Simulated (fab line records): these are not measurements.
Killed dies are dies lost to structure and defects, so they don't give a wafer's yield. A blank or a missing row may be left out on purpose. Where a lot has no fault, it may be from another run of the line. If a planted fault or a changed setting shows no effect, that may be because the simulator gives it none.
Problem report in the 8D (eight disciplines) form, filled by code ; flow berkeley cmos170 ; the parts of the form that need people (team, actions taken, sign-off) are left out

1. THE ISSUE
Mean NWELL_TW at UCB170_NWELL_TW_MEAS_16: 1076 over 6 wafers in 2 lots; fault-free wafers: 1257, standard deviation 11. That is -16 standard deviations from the usual mean.
Earliest sighting: wafer L139.2 on film metro-02 at day 3 16:58. Wafers with a number at this step in the record: 42, from 14 lots. The rule behind "out" and "out of limits": a value lying over 4 standard deviations away from the usual mean. All remaining wafers that have a number are taken as sound.

2. WHAT IT IS AND WHAT IT IS NOT
question;is;is not
which readings at this step;NWELL_TW;-
which lots;L139, L142;L133, L134, L135, L136, L137, L138, L150, L151, L153, L154, L155, L156
which wafers of those lots;all that have a number;-
read on which gauges;film metro-02;film metro-03, film metro-04
when;from day 3 16:58;"up to then (18 sound wafers); but 18 sound wafers of L150, L151, L153, L154, L155, L156 came after"

3. THE SUSPECTS, EACH WITH WHAT RULES IT OUT
Counting: any tool at a process step up to the reading is kept as a suspect provided that every lot that is out went through it and no sound lot did after the first of them.
- the gauge at UCB170_NWELL_TW_MEAS_16: ruled out. All the wafers that are out were read on film metro-02, but those of them that UCB170_NWELL_IMPLANT_14 has rows for are out there too, on other tools.
- implanter-01 at UCB170_NWELL_IMPLANT_14: kept. All lots that are out passed through it, beginning with L139 at day 3 16:44, and no sound lot followed; its final sound lot before that point was L137 at day 3 02:12. On those wafers its own readings are out: dose ions cm2, faraday current uA.
Remaining after the count: implanter-01 at UCB170_NWELL_IMPLANT_14.

4. THE CAUSE (what the simulator had put in)
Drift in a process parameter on implanter-01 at UCB170_NWELL_IMPLANT_14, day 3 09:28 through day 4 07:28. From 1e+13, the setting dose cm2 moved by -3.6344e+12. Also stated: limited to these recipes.
The count eliminated every tool but this one.

5. SEQUENCE OF EFFECTS, ordered by route
Each row: a reading whose mean over the struck wafers that have a number lies more than 3 standard deviations from the usual. Only readings for which the record gives a usual standard deviation are gone through. hours: the time from each lot's start at the first step in this table that gives one to its start at this step, as a median over the lots. sigmas: the change in usual standard deviations.
hours;step;reading;usual;on struck wafers;change;sigmas
0;UCB170_NWELL_IMPLANT_14;dose ions cm2;1e+13;6e+12;-4e+12;-99 or more
0;UCB170_NWELL_IMPLANT_14;faraday current uA;31.7;20.2;-11.5;-18
0;UCB170_NWELL_TW_MEAS_16;NWELL_TW;1257;1076;-182;-16
Its process steps:
- UCB170_NWELL_IMPLANT_14
Later measuring or inspecting steps at which every struck wafer that the step has a row for has a number for every such reading, and none has moved that far: UCB170_PVT_OVL_MEAS_06, UCB170_CONTACT_THK_MEAS_02.

6. HOW IT WOULD HAVE BEEN CAUGHT EARLIER
The first out-of-limits reading at a measuring or inspecting step in this record came at day 3 16:58, 8 hours after the fault's start at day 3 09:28.
At UCB170_NWELL_IMPLANT_14, the tool's own readings (dose ions cm2, faraday current uA) were out on each struck wafer the step has a row for, so an alarm limit on them would have fired on the first such wafer.
Of the lots that are out (2), L142 began UCB170_NWELL_IMPLANT_14 on implanter-01 after day 3 16:58. A hold on the tool at that time would have spared it.
